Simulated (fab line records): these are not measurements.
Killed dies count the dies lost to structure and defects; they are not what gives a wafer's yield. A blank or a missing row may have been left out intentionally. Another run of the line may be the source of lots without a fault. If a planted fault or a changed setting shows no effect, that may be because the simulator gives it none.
A lot that was struck, set against a sound lot || flow rit_cmos || 19 out of 202 route steps
Sound: wafers L489.1, L489.2, L489.4. Struck: wafers L492.1, L492.5, L492.6. The cause comes at the end.
Each step with rows lists, per side, the tool, then ch with its chambers, then its first start. Under that, the readings that differ: sound wafers || struck wafers || difference of the means || sigmas: that difference in standard deviations of wafers without a fault.
alike: readings whose means differ by less than 2 such deviations, and words and numbers that are the same on both sides. not compared: withheld readings, readings that some wafer has no value for, bounds like >300 that may hide the same value, and numbers for which the record gives no deviation and whose values overlap.
A row with sigmas, a row that says differs or no value, or rows on one side alone: a step with any of these is where the two part. Numbers that have no deviation but don't overlap get no sigmas and don't part them. A reading missing from all wafers of one side parts the sides only when that side holds two or more wafers.

first, 1 step without rows for these wafers: RIT_SILICIDE_WET_ETCH_00 (etches SiO2 in BOE, target depth 14 nm, time 15 s).
RIT_SILICIDE_SPUTTER_01: material Ti, target thk 30 nm, time 240 s.
  sound on pvd_sputter-01, day 5 11:05; struck on pvd_sputter-03, day 6 05:22
  alike: throttle_valve_pct
RIT_SILICIDE_RS_MEAS_02: measurement is done with a four-point probe.
  sound on film_metro-02, day 5 11:14; struck on film_metro-01, day 6 05:31
  alike: SILICIDE_TI_RS
RIT_SILICIDE_THK_MEAS_03: measures by xrf.
  sound on film_metro-02, day 5 11:22; struck on film_metro-01, day 6 05:38
  alike: SILICIDE_TI_THK
RIT_SILICIDE_RTA_04: time 10 s, ramp up 5 s, ramp down 5 s.
  sound on rtp_anneal-02 ch 0, day 5 11:25; struck on rtp_anneal-01 ch 0, day 6 05:41
  alike: wafer_temp_C_max
then, 1 step without rows for these wafers: RIT_SILICIDE_WET_ETCH_05 (etches Ti in SPM, time 120 s).
RIT_SILICIDE_RTA_06: time 10 s, ramp up 5 s, ramp down 10 s.
  sound on rtp_anneal-01 ch 0, day 5 11:32; struck on rtp_anneal-02 ch 0, day 6 05:48
  alike: wafer_temp_C_max
RIT_CONTACT_CVD_00: deposits SiO2 from TEOS, target thk 400 nm, time 61 s.
  sound on pecvd-04 ch 0,1,2, day 5 11:35; struck on pecvd-04 ch 0,1, day 6 05:52
  alike: heater_power_w
RIT_CONTACT_THK_MEAS_01:
  sound on film_metro-03, day 5 11:39; struck on film_metro-03, day 6 05:55
  alike: CONTACT_TEOS_THK
then, 3 steps without rows for these wafers: RIT_CONTACT_HMDS_02 (prime time 60 s); RIT_CONTACT_COAT_03 (resist thk 1000 nm); RIT_CONTACT_SOFTBAKE_04 (time 60 s).
RIT_CONTACT_EXPOSE_05: exposes mask M11, target cd 1000 nm.
  sound on iline_stepper-02 ch 0, day 5 12:17; struck on iline_stepper-01 ch 0, day 6 06:26
{"reading": "model.CONTACT.overlay_x_nm (nm)", "sound": "-2.094 -2.094 -2.094", "struck": "129.9 129.9 129.9", "difference": "+132.0", "sigmas": ""}
  alike: mask
then, 2 steps without rows for these wafers: RIT_CONTACT_PEB_06; RIT_CONTACT_DEVELOP_07 (develop time 120 s).
RIT_CONTACT_CD_MEAS_08: the cd target is 1000 nm.
  sound on cd_sem-01, day 5 12:48; struck on cd_sem-01, day 6 06:57
  alike: cd_nm
RIT_CONTACT_OVL_MEAS_09:
  sound on overlay-02, day 5 12:55; struck on overlay-02, day 6 07:04
{"reading": "CONTACT_OVL (nm)", "sound": "-2.4 -2.5 -1.6", "struck": "129.4 127.1 128.7", "difference": "+130.6", "sigmas": "+99 or more"}
then, 1 step without rows for these wafers: RIT_CONTACT_HARDBAKE_10 (time 60 s).
RIT_M1_PROBE_99:
  sound on prober-01, day 5 18:05; struck on prober-02, day 6 12:07
{"reading": "model.etest.contact_to_gate.bv_right_v (V)", "sound": "87.93 92.47 88.48", "struck": "26.34 23.78 25.21", "difference": -64.52, "sigmas": ""}
{"reading": "model.etest.contact_to_gate.bv_left_v (V)", "sound": "88.44 87.57 87.55", "struck": "156.2 158.1 156.5", "difference": "+69.1", "sigmas": ""}
  alike: killed_at_contacts, killed_at_front_end, killed_dies, killed_on_rim, killed_open, killed_short

== WHERE THEY PART ==
Only at RIT_CONTACT_OVL_MEAS_09, within this record. Later steps at which nothing parts them and some readings are alike: RIT_M1_PROBE_99.

WHY: whatever the simulator had introduced
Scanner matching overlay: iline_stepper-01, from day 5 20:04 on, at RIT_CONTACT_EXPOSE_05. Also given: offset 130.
